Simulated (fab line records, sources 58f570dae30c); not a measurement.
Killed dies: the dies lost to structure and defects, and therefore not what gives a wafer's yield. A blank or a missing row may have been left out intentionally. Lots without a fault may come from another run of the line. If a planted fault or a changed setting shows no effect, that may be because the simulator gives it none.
Tool commonality check    flow berkeley cmos170    Sampled: 13 lots, 38 wafers

REASON FOR OPENING
At UCB170_SILICIDE_RS_MEAS_02 the reading SILICIDE_TI_RS is flagged on 1 of 13 lots. No-fault wafers: 24.6 ohm/sq, standard deviation 0.31.
Rule: flag the lot when none of its wafers has a number, or when each of its wafers that has one lies beyond 4 standard deviations from that mean. The other lots count as sound.

lot   measured      on             SILICIDE_TI_RS (ohm/sq), wafer by wafer  flag
L621  day 6 10:47   film metro-02  24.8 24.8 24.6                           
L622  day 6 11:44   film metro-02  25.0 24.6 24.7                           
L625  day 7 04:02   film metro-02  24.4 24.5 24.6                           
L624  day 7 04:17   film metro-03  24.3 23.9 24.3                           
L623  day 7 04:25   film metro-02  24.6 24.5 24.5                           
L631  day 8 22:58   film metro-04  24.6 24.5 24.7                           
L634  day 9 16:49   film metro-03  26.3 26.5                                FLAGGED
L636  day 10 01:14  film metro-02  24.4 24.4 24.2                           
L639  day 10 16:09  film metro-03  24.8 24.5 24.8                           
L638  day 10 16:25  film metro-03  24.0 24.2 24.0                           
L637  day 10 16:33  film metro-02  24.8 25.0 24.6                           
L644  day 11 10:55  film metro-03  24.2 24.1 24.1                           
L643  day 11 11:35  film metro-02  24.6 24.7 24.6                           
The numbers of the flagged lots are 26.4 ohm/sq on average: +1.8 ohm/sq against the usual, or +6 standard deviations.

WHICH TOOL EACH LOT WENT THROUGH
The record holds 2 process steps before the reading, out of a route of 331 steps. Every cell lists first the tool, next ch and the chambers used by the sampled wafers, and last the start.
lot   flag     UCB170_PWELL_STRIP_16                UCB170_SILICIDE_SPUTTER_01
L621           plasma asher-03 ch 0,1, day 2 22:18  pvd sputter-03, day 6 10:44
L622           plasma asher-01 ch 0,1, day 3 02:08  pvd sputter-04, day 6 11:38
L625           plasma asher-03 ch 0,1, day 3 14:52  pvd sputter-04, day 7 03:59
L624           plasma asher-03 ch 0,1, day 3 14:19  pvd sputter-03, day 7 04:16
L623           plasma asher-04 ch 0,1, day 3 14:35  pvd sputter-02, day 7 04:23
L631           plasma asher-01 ch 0,1, day 5 02:23  pvd sputter-04, day 8 22:56
L634  FLAGGED  plasma asher-03 ch 1, day 5 14:16    pvd sputter-03, day 9 16:44
L636           plasma asher-03 ch 0,1, day 5 22:43  pvd sputter-04, day 10 01:13
L639           plasma asher-01 ch 0,1, day 6 22:12  pvd sputter-04, day 10 16:02
L638           plasma asher-04 ch 0,1, day 6 16:19  pvd sputter-02, day 10 16:22
L637           plasma asher-04 ch 0,1, day 6 10:44  pvd sputter-04, day 10 16:31
L644           plasma asher-04 ch 0,1, day 7 16:30  pvd sputter-04, day 11 10:53
L643           plasma asher-01 ch 0,1, day 7 16:16  pvd sputter-02, day 11 11:31
What these steps do:
- UCB170_PWELL_STRIP_16: strips in O2.
- UCB170_SILICIDE_SPUTTER_01: material Ti, target thk 30 nm, time 26.25 s.
- UCB170_SILICIDE_RS_MEAS_02: measures by four-point-probe.

FLAGGED AGAINST TOTAL, ONE TOOL AT A TIME (gauges that did the reading follow at the end)
step                        tool             lots run  flagged  share of the flagged lots  sound lots run after its first flagged lot
UCB170_PWELL_STRIP_16       plasma asher-01  4         0        none                       -
UCB170_PWELL_STRIP_16       plasma asher-03  5         1        all                        1 (L636)
UCB170_PWELL_STRIP_16       plasma asher-04  4         0        none                       -
UCB170_SILICIDE_SPUTTER_01  pvd sputter-02   3         0        none                       -
UCB170_SILICIDE_SPUTTER_01  pvd sputter-03   3         1        all                        0
UCB170_SILICIDE_SPUTTER_01  pvd sputter-04   7         0        none                       -
UCB170_SILICIDE_RS_MEAS_02  film metro-02    7         0        none                       -
UCB170_SILICIDE_RS_MEAS_02  film metro-03    5         1        all                        3 (L639,L638,L644)
UCB170_SILICIDE_RS_MEAS_02  film metro-04    1         0        none                       -

WHAT THE TABLE PERMITS
3 rows of the table ran every flagged lot: plasma asher-03 at UCB170_PWELL_STRIP_16, pvd sputter-03 at UCB170_SILICIDE_SPUTTER_01, film metro-03 at UCB170_SILICIDE_RS_MEAS_02.
- plasma asher-03 at UCB170_PWELL_STRIP_16: 1 of its 5 lots flagged. Sound lots followed the first flagged one (L636) on it, something a lasting fault affecting the whole tool could not allow.
- pvd sputter-03 at UCB170_SILICIDE_SPUTTER_01: 1 of its 3 lots flagged. A fault beginning between L624 (day 7 04:16), its last sound lot, and L634 (day 9 16:44), its first flagged one, fits the data.
- film metro-03 at UCB170_SILICIDE_RS_MEAS_02: 1 of its 5 lots flagged. Sound lots followed the first flagged one (L639, L638, L644) on it, something a lasting fault affecting the whole tool could not allow.
What remains is a single tool, pvd sputter-03 at UCB170_SILICIDE_SPUTTER_01.

WHAT THE SIMULATOR HAD INSERTED
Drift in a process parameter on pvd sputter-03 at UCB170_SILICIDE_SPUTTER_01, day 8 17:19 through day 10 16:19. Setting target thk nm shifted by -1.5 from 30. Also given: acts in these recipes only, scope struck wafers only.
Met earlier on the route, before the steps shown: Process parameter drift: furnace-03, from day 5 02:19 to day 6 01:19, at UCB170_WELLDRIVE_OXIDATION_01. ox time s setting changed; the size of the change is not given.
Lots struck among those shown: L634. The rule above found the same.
